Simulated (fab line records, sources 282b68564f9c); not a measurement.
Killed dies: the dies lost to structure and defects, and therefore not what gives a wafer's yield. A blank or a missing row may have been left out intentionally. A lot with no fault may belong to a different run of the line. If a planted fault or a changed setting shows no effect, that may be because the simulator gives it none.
Problem report in the 8D (eight disciplines) form, filled by code	flow rit_cmos	the parts of the form that need people (team, actions taken, sign-off) are left out

1. WHAT IS WRONG
Across 9 wafers from 3 lots, PWELL_OVL at RIT_PWELL_OVL_MEAS_06 averages 362.2 nm, while fault-free wafers read 0.5 nm with a standard deviation of 1.4. That is +99 or more standard deviations from the usual mean.
First observed at day 5 06:36: wafer L261.2, on overlay-01. The record holds 45 wafers of 15 lots with a number at this step. By rule, "out" or "out of limits" means more than 4 standard deviations away from the usual mean. The other wafers with a number count as sound.

2. WHAT THIS IS AND IS NOT
question	is	is not
which readings at this step	PWELL_OVL	-
which lots	L261, L265, L266	L245, L246, L247, L249, L250, L253, L254, L255, L256, L257, L258, L259
which wafers of those lots	all that have a number	-
read on which gauges	overlay-01	overlay-02
when	from day 5 06:36	up to then (36 sound wafers)

3. THE SUSPECTS, EACH WITH WHAT RULES IT OUT
Counting: a tool stays on the suspect list if, at a process step up to the reading, it processed all lots that are out and no sound lot following the first of them.
- the gauge at RIT_PWELL_OVL_MEAS_06: kept. All the wafers that are out were read on overlay-01, and no step on other tools shows them out.
- iline_stepper-02 at RIT_PWELL_EXPOSE_03 (exposes mask M3, target cd 43700 nm): kept. All lots that are out passed through it, beginning with L261 at day 5 06:11, and no sound lot followed; its final sound lot before that point was L259 at day 4 20:14.
After counting, iline_stepper-02 at RIT_PWELL_EXPOSE_03 and overlay-01 at RIT_PWELL_OVL_MEAS_06 remain.

4. THE CAUSE (what the simulator had put in)
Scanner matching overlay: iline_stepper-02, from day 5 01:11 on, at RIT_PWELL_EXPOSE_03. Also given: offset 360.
2 suspects survive the count, and this tool is in that group.

5. SEQUENCE OF EFFECTS, ordered by route
Each row: a reading where the mean over the struck wafers with a number is more than 3 standard deviations away from the usual. Readings are gone through only where the record gives a usual standard deviation; hours: the median, over the lots, of the time from a lot's start at the first step in this table giving one to that lot's start at this step; sigmas: the change measured in usual standard deviations.
hours	step	reading	usual	on struck wafers	change	sigmas
0	RIT_PWELL_OVL_MEAS_06	PWELL_OVL	0.5 nm	362.2	+361.7	+99 or more

6. WHAT WOULD HAVE CAUGHT IT SOONER
5 hours passed between the start of the fault at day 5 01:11 and the first reading out of limits at a measuring or inspecting step in this record, taken at day 5 06:36.
L265, L266, from the lots that are out (3), started RIT_PWELL_EXPOSE_03 on iline_stepper-02 later than day 5 06:36. A hold on the tool at that time would have spared those 2.
